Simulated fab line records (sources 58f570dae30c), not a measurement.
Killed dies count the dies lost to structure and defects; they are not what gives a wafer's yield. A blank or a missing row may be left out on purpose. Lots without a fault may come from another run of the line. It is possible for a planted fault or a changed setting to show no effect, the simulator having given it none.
Commonality check across tools | flow berkeley_cmos170 | Sample size 13 lots and 39 wafers

REASON FOR OPENING
On 1 of the 13 lots, a flag is raised at UCB170_GATE_CD_MEAS_12 on the reading cd_nm. Wafers without a fault read 350.2 nm, standard deviation 1.3.
Rule: a lot is flagged in two cases, either no wafer of it has a number, or all its wafers with numbers fall more than 4 standard deviations from that mean. All remaining lots are regarded as sound.

lot  | measured     | on        | cd_nm (nm), wafer by wafer | flag
L440 | day 7 02:46  | cd_sem-02 | 348.1 347.3 348.5          |
L439 | day 7 03:02  | cd_sem-01 | 349.4 348.3 350.4          |
L441 | day 7 03:18  | cd_sem-01 | 350.4 351.2 350.1          |
L444 | day 7 15:30  | cd_sem-02 | 348.4 349.3 351.1          |
L443 | day 7 16:13  | cd_sem-01 | 349.1 350.2 350.6          |
L446 | day 7 20:12  | cd_sem-02 | 348.2 348.8 348.7          |
L447 | day 7 20:21  | cd_sem-01 | 350.7 350.1 350.4          |
L448 | day 8 03:27  | cd_sem-02 | 350.7 351.9 351.3          |
L449 | day 8 22:07  | cd_sem-02 | 350.7 351.0 350.8          |
L451 | day 9 05:03  | cd_sem-02 | 349.7 349.5 351.0          |
L450 | day 9 05:19  | cd_sem-02 | 348.3 350.7 350.2          |
L454 | day 9 05:32  | cd_sem-01 | 281.2 279.5 280.6          | FLAGGED
L456 | day 10 03:43 | cd_sem-02 | 349.7 348.8 348.3          |
The mean of the flagged lots' numbers is 280.4 nm, -69.8 nm from the usual (-54 standard deviations).

TOOL THAT RAN EACH LOT
2 process steps preceding the reading are held in the record, out of 331 steps in the route. Cell contents, in order: the tool; ch with the chambers the sampled wafers went through; the start.
lot  | flag    | UCB170_PVT_SOFTBAKE_02           | UCB170_GATE_EXPOSE_09
L440 |         | litho_track-02 ch 0, day 6 10:02 | krf_scanner-02 ch 0, day 7 02:21
L439 |         | litho_track-04 ch 0, day 6 09:50 | krf_scanner-02 ch 0, day 7 02:27
L441 |         | litho_track-03 ch 0, day 6 10:11 | krf_scanner-02 ch 0, day 7 02:34
L444 |         | litho_track-03 ch 0, day 7 02:43 | krf_scanner-02 ch 0, day 7 15:07
L443 |         | litho_track-02 ch 0, day 7 03:05 | krf_scanner-01 ch 0, day 7 15:38
L446 |         | litho_track-02 ch 0, day 7 09:23 | krf_scanner-01 ch 0, day 7 19:43
L447 |         | litho_track-04 ch 0, day 7 08:58 | krf_scanner-02 ch 0, day 7 19:56
L448 |         | litho_track-02 ch 0, day 7 18:33 | krf_scanner-01 ch 0, day 8 03:03
L449 |         | litho_track-02 ch 0, day 8 04:20 | krf_scanner-02 ch 0, day 8 21:31
L451 |         | litho_track-04 ch 0, day 8 15:09 | krf_scanner-01 ch 0, day 9 04:12
L450 |         | litho_track-03 ch 0, day 8 14:55 | krf_scanner-02 ch 0, day 9 04:27
L454 | FLAGGED | litho_track-03 ch 0, day 8 14:28 | krf_scanner-02 ch 0, day 9 04:34
L456 |         | litho_track-02 ch 0, day 9 08:37 | krf_scanner-01 ch 0, day 10 03:19
What these steps do:
- UCB170_PVT_SOFTBAKE_02: time 62.52 s.
- UCB170_GATE_EXPOSE_09: exposes mask POLY, target cd 350 nm.
- UCB170_GATE_CD_MEAS_12: target cd 350 nm.

FLAGGED AGAINST TOTAL, ONE TOOL AT A TIME (gauges that did the reading follow at the end)
step                   | tool           | lots run | flagged | share of the flagged lots | sound lots run after its first flagged lot
UCB170_PVT_SOFTBAKE_02 | litho_track-02 | 6        | 0       | none                      | -
UCB170_PVT_SOFTBAKE_02 | litho_track-03 | 4        | 1       | all                       | 1 (L450)
UCB170_PVT_SOFTBAKE_02 | litho_track-04 | 3        | 0       | none                      | -
UCB170_GATE_EXPOSE_09  | krf_scanner-01 | 5        | 0       | none                      | -
UCB170_GATE_EXPOSE_09  | krf_scanner-02 | 8        | 1       | all                       | 0
UCB170_GATE_CD_MEAS_12 | cd_sem-01      | 5        | 1       | all                       | 0
UCB170_GATE_CD_MEAS_12 | cd_sem-02      | 8        | 0       | none                      | -

WHAT THE TABLE PERMITS
In the table, 3 rows ran each flagged lot (litho_track-03 at UCB170_PVT_SOFTBAKE_02; krf_scanner-02 at UCB170_GATE_EXPOSE_09; cd_sem-01 at UCB170_GATE_CD_MEAS_12).
- litho_track-03 at UCB170_PVT_SOFTBAKE_02 ran 4 lots, 1 of them flagged. Lots that were sound ran on it after the first flagged one (L450); a persistent fault on the entire tool would not allow that.
- krf_scanner-02 at UCB170_GATE_EXPOSE_09 ran 8 lots, 1 of them flagged. Its last sound lot is L450 (day 9 04:27), its first flagged lot L454 (day 9 04:34): a fault that began between those two fits.
- cd_sem-01 at UCB170_GATE_CD_MEAS_12 ran 5 lots, 1 of them flagged. Its last sound lot is L447 (day 7 20:21), its first flagged lot L454 (day 9 05:32): a fault that began between those two fits.
A lot count leaves these 2 tools indistinguishable: every one of them fits a fault beginning at some hour. More lots, or a look at what each step does to the wafer, might.

WHAT WAS PUT IN BY THE SIMULATOR
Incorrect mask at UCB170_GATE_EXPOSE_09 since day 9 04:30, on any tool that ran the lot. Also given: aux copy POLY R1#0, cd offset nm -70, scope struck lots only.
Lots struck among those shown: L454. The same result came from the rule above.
